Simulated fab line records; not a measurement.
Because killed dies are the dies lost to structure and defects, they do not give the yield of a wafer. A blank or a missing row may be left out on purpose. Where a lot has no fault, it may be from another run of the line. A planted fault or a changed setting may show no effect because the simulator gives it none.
Split-lot trial / flow ritCmos / 5 lots, 23 wafers read, on a route of 202 steps

== SPLIT DETAILS ==
At RIT_GATE_SOFTBAKE_12 (time 60 s), the setting tempC was moved away from the recipe's 90 C on 8 of the 23 wafers read, by -3.6% to +2.4%. For the rest of the wafers, this setting stayed at what the recipe calls for.

== FROM THE SPLIT TO THE READING: what the file shows between them, 2 steps ==
- RIT_GATE_EXPOSE_13: exposes mask M6, target cd 150 nm
- RIT_GATE_PEB_14

== THE READING ==
NOVOLAK_of_GATE_COAT_11.thkNm (the simulator's own value, which no gauge read), in nm, at RIT_GATE_DEVELOP_15 (develop time 50 s). There is no usual value for it anywhere in the file. Average 849.6 nm, standard deviation 3.3 nm, over the 15 wafers here run with the recipe.

wafer=L077.1; tool, chamber at the split=lithoTrack-04, 0; tempC as run, C=88.07; against the recipe=-2.1%; NOVOLAK_of_GATE_COAT_11.thkNm, nm=856.6; against lot-mates on the recipe=+6.9
wafer=L077.2; tool, chamber at the split=lithoTrack-04, 0; tempC as run, C=90; against the recipe=recipe; NOVOLAK_of_GATE_COAT_11.thkNm, nm=851.1; against lot-mates on the recipe=-
wafer=L077.3; tool, chamber at the split=lithoTrack-04, 0; tempC as run, C=88.07; against the recipe=-2.1%; NOVOLAK_of_GATE_COAT_11.thkNm, nm=855.9; against lot-mates on the recipe=+6.2
wafer=L077.4; tool, chamber at the split=lithoTrack-04, 0; tempC as run, C=90; against the recipe=recipe; NOVOLAK_of_GATE_COAT_11.thkNm, nm=848.2; against lot-mates on the recipe=-
wafer=L077.6; tool, chamber at the split=lithoTrack-04, 0; tempC as run, C=88.07; against the recipe=-2.1%; NOVOLAK_of_GATE_COAT_11.thkNm, nm=855.2; against lot-mates on the recipe=+5.5
wafer=L081.2; tool, chamber at the split=lithoTrack-01, 0; tempC as run, C=90; against the recipe=recipe; NOVOLAK_of_GATE_COAT_11.thkNm, nm=848.6; against lot-mates on the recipe=-
wafer=L081.3; tool, chamber at the split=lithoTrack-01, 0; tempC as run, C=86.8; against the recipe=-3.6%; NOVOLAK_of_GATE_COAT_11.thkNm, nm=855.1; against lot-mates on the recipe=+7.2
wafer=L081.4; tool, chamber at the split=lithoTrack-01, 0; tempC as run, C=86.8; against the recipe=-3.6%; NOVOLAK_of_GATE_COAT_11.thkNm, nm=855.7; against lot-mates on the recipe=+7.8
wafer=L081.5; tool, chamber at the split=lithoTrack-01, 0; tempC as run, C=90; against the recipe=recipe; NOVOLAK_of_GATE_COAT_11.thkNm, nm=846; against lot-mates on the recipe=-
wafer=L081.6; tool, chamber at the split=lithoTrack-01, 0; tempC as run, C=90; against the recipe=recipe; NOVOLAK_of_GATE_COAT_11.thkNm, nm=849; against lot-mates on the recipe=-
wafer=L082.1; tool, chamber at the split=lithoTrack-03, 0; tempC as run, C=90; against the recipe=recipe; NOVOLAK_of_GATE_COAT_11.thkNm, nm=850.4; against lot-mates on the recipe=-
wafer=L082.2; tool, chamber at the split=lithoTrack-03, 0; tempC as run, C=92.17; against the recipe=+2.4%; NOVOLAK_of_GATE_COAT_11.thkNm, nm=842.2; against lot-mates on the recipe=-5.9
wafer=L082.3; tool, chamber at the split=lithoTrack-03, 0; tempC as run, C=92.17; against the recipe=+2.4%; NOVOLAK_of_GATE_COAT_11.thkNm, nm=844.5; against lot-mates on the recipe=-3.6
wafer=L082.4; tool, chamber at the split=lithoTrack-03, 0; tempC as run, C=92.17; against the recipe=+2.4%; NOVOLAK_of_GATE_COAT_11.thkNm, nm=845; against lot-mates on the recipe=-3.1
wafer=L082.5; tool, chamber at the split=lithoTrack-03, 0; tempC as run, C=90; against the recipe=recipe; NOVOLAK_of_GATE_COAT_11.thkNm, nm=845.8; against lot-mates on the recipe=-
wafer=L084.1; tool, chamber at the split=lithoTrack-04, 0; tempC as run, C=90; against the recipe=recipe; NOVOLAK_of_GATE_COAT_11.thkNm, nm=847.4; against lot-mates on the recipe=-
wafer=L084.2; tool, chamber at the split=lithoTrack-04, 0; tempC as run, C=90; against the recipe=recipe; NOVOLAK_of_GATE_COAT_11.thkNm, nm=848; against lot-mates on the recipe=-
wafer=L084.5; tool, chamber at the split=lithoTrack-04, 0; tempC as run, C=90; against the recipe=recipe; NOVOLAK_of_GATE_COAT_11.thkNm, nm=848; against lot-mates on the recipe=-
wafer=L084.3; tool, chamber at the split=lithoTrack-04, 0; tempC as run, C=90; against the recipe=recipe; NOVOLAK_of_GATE_COAT_11.thkNm, nm=848.1; against lot-mates on the recipe=-
wafer=L084.6; tool, chamber at the split=lithoTrack-04, 0; tempC as run, C=90; against the recipe=recipe; NOVOLAK_of_GATE_COAT_11.thkNm, nm=846.8; against lot-mates on the recipe=-
wafer=L085.1; tool, chamber at the split=lithoTrack-03, 0; tempC as run, C=90; against the recipe=recipe; NOVOLAK_of_GATE_COAT_11.thkNm, nm=856.2; against lot-mates on the recipe=-
wafer=L085.2; tool, chamber at the split=lithoTrack-03, 0; tempC as run, C=90; against the recipe=recipe; NOVOLAK_of_GATE_COAT_11.thkNm, nm=856.2; against lot-mates on the recipe=-
wafer=L085.4; tool, chamber at the split=lithoTrack-03, 0; tempC as run, C=90; against the recipe=recipe; NOVOLAK_of_GATE_COAT_11.thkNm, nm=853.9; against lot-mates on the recipe=-

THE FIT
A straight line over all 23 wafers: NOVOLAK_of_GATE_COAT_11.thkNm changes by -2.18 nm for each +1% of tempC; r = -0.77; the points scatter about the line by 2.9 nm.
The same after taking each lot's own level away (the mean of its wafers on the recipe; 23 wafers): -2.16 nm for each +1%; r = -0.93; scatter 1.4 nm.
The reading moves by 7.7 nm for the largest change in tempC, on that fit.
The span of the lots' own levels, 847.66 to 855.43 nm, comes to 2.4 times the standard deviation stated above.
So the lot-to-lot level blurs the effect unless lot-mates are compared.
Check: +8.25 nm against its lot-mates is what the line predicts for one of the wafers moved furthest among these (-3.6%) when that wafer is left out of the fit. It came out at +7.23 nm against them.

== ADDITIONAL SPLITS CARRIED BY THESE WAFERS ==
Note: prior to the reading, these wafers also went through further splits. Each is held against what the fit with the lots' levels taken away leaves over:
other split on the same wafers=RIT_ACTIVE_DEVELOP_10 developTimeS; wafers away from the commonest value=9; r with NOVOLAK_of_GATE_COAT_11.thkNm (lot level and that fit taken away)=-0.16
other split on the same wafers=RIT_NWELL_IMPLANT_08 doseCm2; wafers away from the commonest value=7; r with NOVOLAK_of_GATE_COAT_11.thkNm (lot level and that fit taken away)=-0.02
other split on the same wafers=RIT_PWELL_COAT_01 resistThkNm; wafers away from the commonest value=7; r with NOVOLAK_of_GATE_COAT_11.thkNm (lot level and that fit taken away)=-0.34
other split on the same wafers=RIT_PWELL_DEVELOP_05 devTempC; wafers away from the commonest value=3; r with NOVOLAK_of_GATE_COAT_11.thkNm (lot level and that fit taken away)=+0.31
other split on the same wafers=RIT_NRETRO_IMPLANT_08 doseCm2; wafers away from the commonest value=6; r with NOVOLAK_of_GATE_COAT_11.thkNm (lot level and that fit taken away)=+0.35
other split on the same wafers=RIT_PRETRO_COAT_01 spinRpm; wafers away from the commonest value=6; r with NOVOLAK_of_GATE_COAT_11.thkNm (lot level and that fit taken away)=+0.00
other split on the same wafers=RIT_GATE_OXIDATION_05 tempC; wafers away from the commonest value=5; r with NOVOLAK_of_GATE_COAT_11.thkNm (lot level and that fit taken away)=+0.16

== THE FILE'S OWN FIT ==
NOVOLAK_of_GATE_COAT_11.thkNm changes by -2.19 nm for each +1% of tempC, r = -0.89.
